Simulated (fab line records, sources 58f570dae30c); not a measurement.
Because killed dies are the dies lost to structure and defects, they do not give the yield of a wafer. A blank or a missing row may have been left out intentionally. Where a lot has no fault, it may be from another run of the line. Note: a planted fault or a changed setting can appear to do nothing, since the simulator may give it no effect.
A lot that was struck, set against a sound lot || flow berkeleyCmos170 || 14 steps out of a route of 331
Sound: wafers L510.1, L510.4, L510.6. Struck: wafers L501.2, L501.3, L501.5. The cause is named last.
Each step with rows lists, per side, the tool, then ch with its chambers, then its first start. Under that, the readings that differ: sound wafers || struck wafers || difference of the means || sigmas: that difference in standard deviations of wafers without a fault.
alike: readings with means less than 2 such deviations apart, plus words and numbers identical on both sides. not compared: withheld readings, readings lacking a value on some wafer, bounds such as >300 that could conceal the same value, and numbers that have no deviation in the record and whose values overlap.
Wherever a step has rows on one side only, a row that says differs or no value, or a row with sigmas, the two part there. Numbers that have no deviation but don't overlap get no sigmas and don't part them. Lack of a reading on every wafer of one side parts them only where that side has two or more wafers.

UCB170_M1_STRIP_13: strips in O2.
  sound on plasmaAsher-03 ch 0,1, day 12 19:34; struck on plasmaAsher-04 ch 0,1, day 10 08:35
  alike: drypumpMotorCurrentA, oesProductAu
  not compared: rfHoursCounterH
UCB170_M1_CD_MEAS_90 targets a cd of 700 nm.
  sound: cdSem-01 at day 12 19:40; struck: cdSem-01 at day 10 08:42
  alike: cdNm
then, 1 step without rows for these wafers: UCB170_M1_ANNEAL_14 (time 1200 s).
UCB170_V1_CVD_00: deposits SiO2 from TEOS/O2, target thk 2000 nm, time 250 s.
  sound on pecvd-01 ch 1,2, day 12 21:07; struck on pecvd-02 ch 0,1,2, day 10 10:08
  alike: heaterPowerW
UCB170_V1_THK_MEAS_01:
  sound: filmMetro-03 at day 12 21:17; struck: filmMetro-03 at day 10 10:18
  alike: V1_TEOS_THK
UCB170_V1_CMP_02: polishes SiO2.
  sound on cmp-01 ch 0,2,3, day 12 21:26; struck on cmp-02 ch 0,1, day 10 10:21
  alike: motorCurrentA
UCB170_V1_BOW_MEAS_03:
  sound: filmMetro-01 at day 12 21:38; struck: filmMetro-02 at day 10 10:40
  alike: V1_BOW
UCB170_V1_THK_MEAS_04:
  sound: filmMetro-01 at day 12 21:46; struck: filmMetro-02 at day 10 10:47
  alike: V1_POLISHED_THK
then, 4 steps without rows for these wafers: UCB170_V1_CLEAN_05 (cleans in DIW); UCB170_V1_HMDS_06 (prime time 60 s); UCB170_V1_COAT_07 (resist thk 900 nm); UCB170_V1_SOFTBAKE_08 (time 60 s).
UCB170_V1_EXPOSE_09: exposes mask VIA1, target cd 700 nm.
  struck on krfScanner-01, day 10 11:36; sound on krfScanner-02 ch 0, day 12 22:32
  no value came back on the struck wafers for exposureDoseMJCm2, focusOffsetNm (nm), sigmaOuter; on the sound wafers exposureDoseMJCm2 reads 36.95 36.98 36.95
  alike: mask
then, 1 step without rows for these wafers: UCB170_V1_PEB_10.

WHERE THEY PART
At UCB170_V1_EXPOSE_09 and nowhere else, as far as this record goes.

WHY: the cause the simulator had injected
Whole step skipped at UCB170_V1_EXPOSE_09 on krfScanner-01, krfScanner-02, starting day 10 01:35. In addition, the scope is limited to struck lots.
